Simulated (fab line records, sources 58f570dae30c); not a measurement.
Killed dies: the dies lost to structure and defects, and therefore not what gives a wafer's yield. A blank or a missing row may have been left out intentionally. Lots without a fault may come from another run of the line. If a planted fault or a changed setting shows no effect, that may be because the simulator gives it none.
Which tool was responsible? ; flow berkeley-cmos170 ; 14 lots with 42 wafers sampled at 6 steps, on a route of 331 steps

WHAT EACH GAUGE READ, for each wafer
UCB170_NLDD_OVL_MEAS_07. Usual: NLDD_OVL typically reads 1 nm, with standard deviation 5.7.
lot;measured;on;NLDD_OVL (nm);flag
L334;day 6 15:26;overlay-01;-4 2 2;
L336;day 7 04:40;overlay-01;7 4 17;
L335;day 7 08:22;overlay-01;15 14 -1;
L338;day 7 14:07;overlay-01;-1 6 -1;
L340;day 8 08:22;overlay-02;-3 -4 5;
L341;day 8 08:29;overlay-02;-4 -3 1;
L339;day 8 08:40;overlay-01;9 7 9;
L343;day 8 14:18;overlay-01;0 6 -2;
L351;day 9 13:30;overlay-02;4 7 -1;
L352;day 9 18:12;overlay-02;1 -5 0;
L354;day 10 10:33;overlay-01;-3 -8 -9;
L353;day 10 11:10;overlay-02;2 0 1;
L356;day 10 14:50;overlay-01;-9 -1 -4;
L357;day 10 15:26;overlay-02;4 -3 -2;

UCB170_NLDD_TW_MEAS_11. Usual: NLDD_TW typically reads 2216, with standard deviation 18.
lot;measured;on;NLDD_TW;flag
L334;day 6 15:58;film-metro-04;2200 2192 2192;
L336;day 7 05:07;film-metro-01;2216 2230 2226;
L335;day 7 08:48;film-metro-01;2222 2216 2228;
L338;day 7 14:34;film-metro-04;2202 2195 2194;
L340;day 8 08:48;film-metro-01;2237 2232 2233;
L341;day 8 09:25;film-metro-04;2434 2430 2439;OFF
L339;day 8 09:06;film-metro-04;2185 2186 2186;
L343;day 8 15:03;film-metro-01;2475 2476 2483;OFF
L351;day 9 13:56;film-metro-01;2249 2254 2256;
L352;day 9 18:38;film-metro-02;2240 2222 2230;
L354;day 10 10:59;film-metro-02;2205 2217 2220;
L353;day 10 11:37;film-metro-04;2202 2204 2199;
L356;day 10 15:16;film-metro-02;2210 2206 2217;
L357;day 10 15:52;film-metro-02;2217 2205 2225;

UCB170_NSD_TW_MEAS_10. Usual: NSD_TW typically reads 4195, with standard deviation 38.
lot;measured;on;NSD_TW;flag
L334;day 6 23:19;film-metro-01;4213 4215 4235;
L336;day 7 12:47;film-metro-04;4163 4133 4164;
L335;day 7 15:53;film-metro-04;4137 4152 4140;
L338;day 7 23:08;film-metro-01;4190 4193 4190;
L340;day 8 16:42;film-metro-01;4247 4230 4251;
L341;day 8 19:08;film-metro-04;4153 4138 4149;
L339;day 8 18:52;film-metro-01;4246 4240 4222;
L343;day 8 23:36;film-metro-02;4198 4191 4206;
L351;day 9 23:22;film-metro-01;4270 4260 4242;
L352;day 10 04:11;film-metro-02;4213 4197 4186;
L354;day 10 19:59;film-metro-04;4162 4158 4147;
L353;day 10 20:23;film-metro-02;4198 4211 4192;
L356;day 11 01:29;film-metro-01;4199 4215 4219;
L357;day 11 01:22;film-metro-02;4222 4223 4206;

UCB170_SDANNEAL_RS_MEAS_05: measures by four-point-probe. Usual: NLDD_RS typically reads 616.7 ohm/sq, with standard deviation 1.7.
lot;measured;on;NLDD_RS (ohm/sq);flag
L334;day 7 00:55;film-metro-04;617.5 617.7 618.3;
L336;day 7 14:19;film-metro-02;616.3 617.9 617.0;
L335;day 7 17:20;film-metro-04;617.6 617.8 618.5;
L338;day 8 00:37;film-metro-02;617.1 619.4 615.6;
L340;day 8 18:12;film-metro-01;617.0 618.0 617.2;
L341;day 8 21:25;film-metro-01;463.4 463.0 463.8;OFF
L339;day 8 20:58;film-metro-02;615.7 615.9 618.0;
L343;day 9 01:30;film-metro-01;465.0 465.5 466.1;OFF
L351;day 10 01:11;film-metro-02;613.9 613.6 614.1;
L352;day 10 07:46;film-metro-02;617.3 618.0 615.6;
L354;day 10 21:40;film-metro-02;617.1 615.9 614.7;
L353;day 10 22:11;film-metro-02;615.0 613.8 615.5;
L356;day 11 03:20;film-metro-01;618.7 618.4 614.4;
L357;day 11 03:19;film-metro-02;616.8 619.1 618.8;

TOOL THAT RAN EACH LOT (tool first, then ch and the chambers of the sampled wafers, then the start)
lot;UCB170_PVT_STRIP_08;UCB170_NLDD_IMPLANT_09
L334;plasma-asher-04 ch 0,1, day 5 23:32;implanter-04 ch 0, day 6 15:37
L336;plasma-asher-01 ch 0,1, day 6 12:22;implanter-04 ch 0, day 7 04:52
L335;plasma-asher-04 ch 0,1, day 6 12:58;implanter-03 ch 0, day 7 08:33
L338;plasma-asher-01 ch 0,1, day 6 20:53;implanter-03 ch 0, day 7 14:19
L340;plasma-asher-01 ch 0,1, day 7 11:47;implanter-04 ch 0, day 8 08:33
L341;plasma-asher-03 ch 0,1, day 7 12:01;implanter-02 ch 0, day 8 08:40
L339;plasma-asher-04 ch 0,1, day 7 12:16;implanter-04 ch 0, day 8 08:51
L343;plasma-asher-01 ch 0,1, day 7 20:58;implanter-03 ch 0, day 8 14:29
L351;plasma-asher-01 ch 0,1, day 8 23:13;implanter-02 ch 0, day 9 13:43
L352;plasma-asher-03 ch 0,1, day 8 23:27;implanter-03 ch 0, day 9 18:23
L354;plasma-asher-04 ch 0,1, day 9 17:02;implanter-04 ch 0, day 10 10:44
L353;plasma-asher-03 ch 0,1, day 9 17:16;implanter-03 ch 0, day 10 11:22
L356;plasma-asher-03 ch 0,1, day 10 01:06;implanter-03 ch 0, day 10 15:03
L357;plasma-asher-04 ch 0,1, day 10 01:37;implanter-03 ch 0, day 10 15:38
- UCB170_PVT_STRIP_08: strips in O2.
- UCB170_NLDD_IMPLANT_09

WHAT THE TOOLS THEMSELVES READ (means of the sampled wafers that have a number; where no wafer has one, the mark that the record gives instead)
UCB170_PVT_STRIP_08. Usual: drypump-motor-current-A 5.8 A, standard deviation 0.4; oes-product-au 0.735 a.u., standard deviation 0.0046; strip-time-to-endpoint-s 21.62 s, standard deviation 0.072.
lot;tool;drypump-motor-current-A (A);oes-product-au (a.u.);strip-time-to-endpoint-s (s);flag
L334;plasma-asher-04;5.5;0.734;21.60;
L336;plasma-asher-01;6.0;0.735;21.66;
L335;plasma-asher-04;5.8;0.735;21.65;
L338;plasma-asher-01;5.7;0.736;21.72;
L340;plasma-asher-01;6.1;0.734;21.60;
L341;plasma-asher-03;6.2;0.736;21.54;
L339;plasma-asher-04;5.5;0.742;21.60;
L343;plasma-asher-01;5.8;0.738;21.70;
L351;plasma-asher-01;5.8;0.733;21.55;
L352;plasma-asher-03;6.2;0.733;21.70;
L354;plasma-asher-04;5.5;0.736;21.65;
L353;plasma-asher-03;5.9;0.729;21.54;
L356;plasma-asher-03;5.9;0.735;21.65;
L357;plasma-asher-04;5.8;0.732;21.54;

THE ANSWER, worked out from the rows above alone
Rule: take the mean of a lot's wafers that have a number; if it is more than 3 standard deviations from the usual mean, the lot is off. Also off: a lot with no number at a reading for which 4 or more lots have one. Any other lot the step has rows for is counted as sound. After the gauges, taken in route order, come the tools' own readings; for these a lot's mean is taken, as printed above. The first step at which some lot is off is used, and at that step the reading that is off furthest; a lot without a number counts as furthest.
Off: L341, L343, at UCB170_NLDD_TW_MEAS_11 (NLDD_TW).
A tool fits if, at a process step before that reading, it ran every lot that is off, and no sound lot after the first of them. Those tools and the gauges at UCB170_NLDD_TW_MEAS_11 are tried in the same way. No candidate that was tried fits.

WHAT WAS PUT IN BY THE SIMULATOR
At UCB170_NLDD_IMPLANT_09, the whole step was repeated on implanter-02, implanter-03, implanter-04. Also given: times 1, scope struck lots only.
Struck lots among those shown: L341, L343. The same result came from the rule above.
